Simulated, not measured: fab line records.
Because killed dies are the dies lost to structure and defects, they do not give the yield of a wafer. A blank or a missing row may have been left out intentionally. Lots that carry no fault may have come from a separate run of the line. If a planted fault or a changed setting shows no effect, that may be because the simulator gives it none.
Which of the tools did it? | flow rit-cmos | 13 lots with 39 wafers sampled at 2 steps, on a route of 202 steps

WHAT THE GAUGES READ, wafer by wafer
No reading from a measuring or inspecting step in the record can be judged against a usual standard deviation.

WHAT TOOL EACH LOT RAN ON (gives the tool, then ch and the chambers of the sampled wafers, and finally the start)
lot  | RIT_M1_METAL_ETCH_12             | RIT_M1_PROBE_99
L997 | rie-metal-03 ch 0,1, day 3 08:01 | -
L998 | rie-metal-01 ch 0,1, day 3 12:09 | prober-02, day 3 14:48
L100 | rie-metal-03 ch 0,1, day 3 23:02 | prober-01, day 4 01:17
L101 | rie-metal-01 ch 0,1, day 4 03:13 | prober-02, day 4 06:42
L102 | rie-metal-02 ch 0,1, day 4 07:52 | -
L106 | rie-metal-03 ch 0,1, day 5 03:05 | prober-01, day 5 05:30
L107 | rie-metal-01 ch 0,1, day 5 08:35 | -
L108 | rie-metal-02 ch 0,1, day 5 15:53 | -
L109 | rie-metal-03 ch 1, day 5 19:11   | prober-02, day 5 21:29
L111 | rie-metal-02 ch 0,1, day 6 05:02 | prober-02, day 6 07:20
L112 | rie-metal-03 ch 0,1, day 6 09:01 | prober-01, day 6 11:17
L114 | rie-metal-03 ch 0,1, day 6 20:30 | prober-01, day 6 23:43
L118 | rie-metal-03 ch 1, day 7 15:40   | -
- RIT_M1_METAL_ETCH_12: etches Al in Cl2/BCl3, stops on SiO2, time 165 s, target depth 600 nm.
- RIT_M1_PROBE_99

WHAT THE TOOLS THEMSELVES READ (means of the sampled wafers that have a number; where no wafer has one, the mark that the record gives instead)
RIT_M1_METAL_ETCH_12.
lot  | tool         | bcl3-flow-sccm (sccm) | drypump-motor-current-A (A) | mfc-cl2-sccm (sccm) | oes-product-au (a.u.) | throttle-valve-pct (%)
L997 | rie-metal-03 | 50.12                 | 5.4                         | 59.99               | 0.791                 | 8.10
L998 | rie-metal-01 | 50.05                 | 5.7                         | 60.10               | 0.774                 | 8.21
L100 | rie-metal-03 | 50.07                 | 5.6                         | 60.10               | 0.799                 | 8.12
L101 | rie-metal-01 | 50.04                 | 5.8                         | 60.13               | 0.772                 | 8.27
L102 | rie-metal-02 | 50.02                 | 6.1                         | 60.07               | 0.770                 | 8.26
L106 | rie-metal-03 | 50.04                 | 5.6                         | 60.00               | 0.799                 | 8.11
L107 | rie-metal-01 | 49.99                 | 5.7                         | 60.20               | 0.769                 | 8.20
L108 | rie-metal-02 | 50.17                 | 5.9                         | 59.99               | 0.765                 | 8.24
L109 | rie-metal-03 | 49.94                 | 5.1                         | 59.94               | 0.788                 | 8.06
L111 | rie-metal-02 | 49.85                 | 6.0                         | 60.02               | 0.764                 | 8.25
L112 | rie-metal-03 | 49.91                 | 5.4                         | 59.92               | 0.790                 | 8.08
L114 | rie-metal-03 | 50.02                 | 5.3                         | 59.81               | 0.796                 | 8.08
L118 | rie-metal-03 | 50.01                 | 5.1                         | 59.92               | 0.827                 | 8.06

RIT_M1_PROBE_99.
lot  | tool      | defect-limited-yield (%) | killed_at_M0_to_M3 | killed-at-contacts | killed-at-front-end | killed-dies | killed-open | killed-short | sort_bin_3_pad_short (%) | sort_bin_5_function (%) | sort_bin_6_memory (%) | sort-n-pass | sort-yield-pct (%)
L998 | prober-02 | 96.7                     | 0.0                | 0.3                | 8                   | 9           | 4.7         | 4.0          | 0.3                      | 1.0                     | 2.0                   | 255         | 96.7
L100 | prober-01 | 97.3                     | 0.3                | 0.0                | 7                   | 7           | 3.3         | 3.7          | 0.3                      | 1.8                     | 0.6                   | 257         | 97.3
L101 | prober-02 | 96.6                     | 0.0                | 0.3                | 9                   | 9           | 6.3         | 2.7          | 0.0                      | 1.9                     | 1.5                   | 255         | 96.6
L106 | prober-01 | 97.8                     | 0.0                | 0.0                | 6                   | 6           | 2.3         | 3.3          | 0.0                      | 1.4                     | 0.8                   | 258         | 97.8
L109 | prober-02 | 96.1                     | 0.0                | 0.0                | 10                  | 10          | 5.7         | 4.7          | 0.3                      | 2.0                     | 1.6                   | 254         | 96.1
L111 | prober-02 | 98.5                     | 0.0                | 0.0                | 4                   | 4           | 2.0         | 2.0          | 0.0                      | 1.0                     | 0.5                   | 260         | 98.5
L112 | prober-01 | 97.3                     | 0.0                | 0.0                | 7                   | 7           | 5.0         | 2.0          | 0.1                      | 1.6                     | 0.9                   | 257         | 97.3
L114 | prober-01 | 97.9                     | 0.0                | 0.0                | 6                   | 6           | 3.3         | 2.3          | 0.0                      | 1.2                     | 1.0                   | 258         | 97.9

THE ANSWER, worked out from the rows above alone
Rule: the usual values come from the lots themselves. Put in order of their means at a reading, lots are off if they are a third of the lots or fewer, leave a main group of 4 or more, and stand apart from it by a gap of 3 or more times the standard deviation of the main group's means; of several such gaps the widest counts. A main group is skipped when, at the precision printed for the reading in the tables above, its means are all equal. A lot without any number at a reading at which 4 lots or more have one is off too. The other lots that the step has rows for count as sound. Order of review: gauges by route order, followed by the tools' own readings, for which a lot's mean as printed above is used. At the first step where some lot is off, the reading lying furthest off is the one used; lots without a number count as furthest.
None of the lots is off at any reading shown; this tells nothing.

WHAT WAS PUT IN BY THE SIMULATOR
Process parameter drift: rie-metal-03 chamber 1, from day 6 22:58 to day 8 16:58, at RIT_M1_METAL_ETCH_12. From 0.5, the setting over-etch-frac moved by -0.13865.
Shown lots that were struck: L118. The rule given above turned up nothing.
